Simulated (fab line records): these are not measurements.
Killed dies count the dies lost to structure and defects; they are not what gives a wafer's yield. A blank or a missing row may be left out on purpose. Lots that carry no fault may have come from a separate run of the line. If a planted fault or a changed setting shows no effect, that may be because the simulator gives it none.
A struck lot beside a sound one || flow rit_cmos || 28 out of 202 route steps
Sound: the wafers L285.1, L285.3, L285.4. The struck wafers were L293.1, L293.3, L293.5. The cause comes at the end.
For every step that has rows: the tool of each side, followed by ch and its chambers, followed by its first start. Under that, the readings that differ: sound wafers || struck wafers || difference of the means || sigmas: that difference in standard deviations of wafers without a fault.
alike: readings with means less than 2 such deviations apart, plus words and numbers identical on both sides. not compared: withheld readings, readings lacking a value on some wafer, bounds such as >300 that could conceal the same value, and numbers that have no deviation in the record and whose values overlap.
The two part at a step that has a row with sigmas, a row that says differs or no value, or rows on one side only. Numbers that have no deviation but don't overlap get no sigmas and don't part them. A reading that every wafer of one side lacks parts them only if that side has two wafers or more.

RIT_ACTIVE_BOW_MEAS_00:
  struck on film_metro-01, day 4 18:00; sound on film_metro-01, day 3 02:00
  alike: INCOMING_BOW
RIT_ACTIVE_OXIDATION_01: target thk 46.8 nm, ox time 3360 s.
  sound on furnace-04 ch 0, day 3 02:07; struck on furnace-02 ch 0, day 4 19:03
{"reading": "ox_time_s (s)", "sound": "3360 3360 3360", "struck": "5040 5040 5040", "difference": "+1680", "sigmas": ""}
{"reading": "model.SiO2_of_ACTIVE_OXIDATION_01.thk_nm (nm)", "sound": "46.68 47.32 46.59", "struck": "61.93 61.74 61.72", "difference": "+14.93", "sigmas": ""}
  alike: tube_center_temp_C_max
RIT_ACTIVE_THK_MEAS_02:
  struck on film_metro-01, day 4 20:59; sound on film_metro-01, day 3 04:03
{"reading": "ACTIVE_OXIDE_THK (nm)", "sound": "46.7 47.3 46.6", "struck": "61.9 61.7 61.7", "difference": "+14.9", "sigmas": "+19"}
then, 1 step without rows for these wafers: RIT_ACTIVE_CVD_03 (deposits Si3N4 from SiH2Cl2/NH3, target thk 150 nm, time 1500 s).
RIT_ACTIVE_THK_MEAS_04:
  struck on film_metro-04, day 4 22:28; sound on film_metro-01, day 3 05:32
  alike: ACTIVE_NITRIDE_THK
then, 6 steps without rows for these wafers: RIT_ACTIVE_HMDS_05 (prime time 60 s); RIT_ACTIVE_COAT_06 (resist thk 1000 nm); RIT_ACTIVE_SOFTBAKE_07 (time 60 s); RIT_ACTIVE_EXPOSE_08 (exposes mask M1, target cd 1400 nm); RIT_ACTIVE_PEB_09; RIT_ACTIVE_DEVELOP_10 (develop time 50 s).
RIT_ACTIVE_CD_MEAS_11: target cd 1400 nm.
  struck on cd_sem-02, day 4 23:29; sound on cd_sem-02, day 3 06:27
{"reading": "cd_nm (nm)", "sound": "1401.0 1403.4 1400.5", "struck": "1398.2 1398.3 1394.8", "difference": -4.5, "sigmas": -2}
then, 1 step without rows for these wafers: RIT_ACTIVE_HARDBAKE_12 (time 60 s).
RIT_ACTIVE_ETCH_13: etches Si3N4 in SF6, stops on SiO2, time 210 s, target depth 210 nm.
  sound on rie_diel-03 ch 0,1,2, day 3 06:43; struck on rie_diel-04 ch 1,2,3, day 4 23:46
  alike: SF6_flow_sccm, drypump_motor_current_A, oes_product_au, throttle_valve_pct
  not compared: rf_hours_counter_h
RIT_ACTIVE_STRIP_14: strips in O2, time 180 s.
  sound on plasma_asher-04 ch 0,1, day 3 06:52; struck on plasma_asher-04 ch 0,1, day 4 23:53
  alike: drypump_motor_current_A, o2_flow_sccm
  not compared: rf_hours_counter_h
RIT_ACTIVE_CD_MEAS_90: target cd 1400 nm.
  struck on cd_sem-02, day 5 00:04; sound on cd_sem-01, day 3 07:02
{"reading": "cd_nm (nm)", "sound": "1401.1 1403.5 1400.7", "struck": "1398.4 1398.4 1394.6", "difference": -4.6, "sigmas": -2}
then, 4 steps without rows for these wafers: RIT_ACTIVE_CLEAN_15 (cleans in SC1, time 600 s); RIT_ACTIVE_CLEAN_16 (cleans in dHF, time 30 s); RIT_ACTIVE_CLEAN_17 (cleans in SC2, time 600 s); RIT_FOX1_OXIDATION_00 (target thk 350.7 nm, ox time 1130 s).
RIT_FOX1_THK_MEAS_01:
  struck on film_metro-01, day 5 01:52; sound on film_metro-01, day 3 08:52
  alike: FOX1_OXIDE_THK
then, 2 steps without rows for these wafers: RIT_FOX1_WET_ETCH_02 (etches SiO2 in BOE, target depth 350 nm, time 390 s); RIT_FOX2_OXIDATION_00 (target thk 350.7 nm, ox time 1130 s).
RIT_FOX2_THK_MEAS_01:
  struck on film_metro-02, day 5 03:22; sound on film_metro-01, day 3 10:22
  alike: FOX2_OXIDE_THK
then, 1 step without rows for these wafers: RIT_FOX2_CLEAN_02 (cleans in dHF, time 180 s).
RIT_FOX2_WET_ETCH_03: etches Si3N4 in H3PO4, target depth 195 nm, time 2700 s.
  sound on wet_bench-04 ch 0, day 3 10:29; struck on wet_bench-04 ch 1, day 5 03:32
{"reading": "model.SiO2_of_ACTIVE_OXIDATION_01.thk_nm (nm)", "sound": "41.47 42.05 41.39", "struck": "54.07 54.84 54.89", "difference": "+12.96", "sigmas": ""}
RIT_FOX2_THK_MEAS_90:
  struck on film_metro-02, day 5 04:17; sound on film_metro-02, day 3 11:19
  alike: FIELD_OXIDE_LEFT_1_THK
RIT_M1_PROBE_99:
  struck on prober-01, day 6 17:29; sound on prober-01, day 5 01:32
{"reading": "model.etest.nldd.width_nm (nm)", "sound": "3198 3176 3194", "struck": "2994 3009 2988", "difference": -192, "sigmas": ""}
{"reading": "model.etest.pldd.width_nm (nm)", "sound": "3180 3172 3175", "struck": "2997 3005 2991", "difference": -178, "sigmas": ""}
{"reading": "model.etest.pplus_sal.width_nm (nm)", "sound": "3437 3401 3455", "struck": "3364 3336 3379", "difference": -71, "sigmas": ""}
{"reading": "model.etest.nplus_sal.width_nm (nm)", "sound": "3424 3410 3465", "struck": "3368 3347 3370", "difference": -71, "sigmas": ""}
{"reading": "model.etest.nmos_narrow.drive_ua_um", "sound": "228.3 222.3 220.9", "struck": "182.7 176.7 178.1", "difference": -44.7, "sigmas": ""}
{"reading": "model.etest.pmos_narrow.drive_ua_um", "sound": "103.2 100.5 99.22", "struck": "83.58 84.66 82.7", "difference": -17.33, "sigmas": ""}
{"reading": "model.etest.nmos_0p3.drive_ua_um", "sound": "226.5 221.8 221.5", "struck": "213.5 211.5 210", "difference": -11.6, "sigmas": ""}
  alike: killed_at_contacts, killed_at_front_end, killed_dies, killed_on_rim, killed_open, killed_short
  not compared: model.etest.nmos_0p3.r_on_ohm_um

== WHERE THEY PART ==
Last at RIT_ACTIVE_CD_MEAS_90 as far as this record goes, first at RIT_ACTIVE_THK_MEAS_02. Later steps at which nothing parts them and some readings are alike: RIT_FOX1_THK_MEAS_01, RIT_FOX2_THK_MEAS_01, RIT_FOX2_THK_MEAS_90, RIT_M1_PROBE_99.

WHY: the cause the simulator had injected
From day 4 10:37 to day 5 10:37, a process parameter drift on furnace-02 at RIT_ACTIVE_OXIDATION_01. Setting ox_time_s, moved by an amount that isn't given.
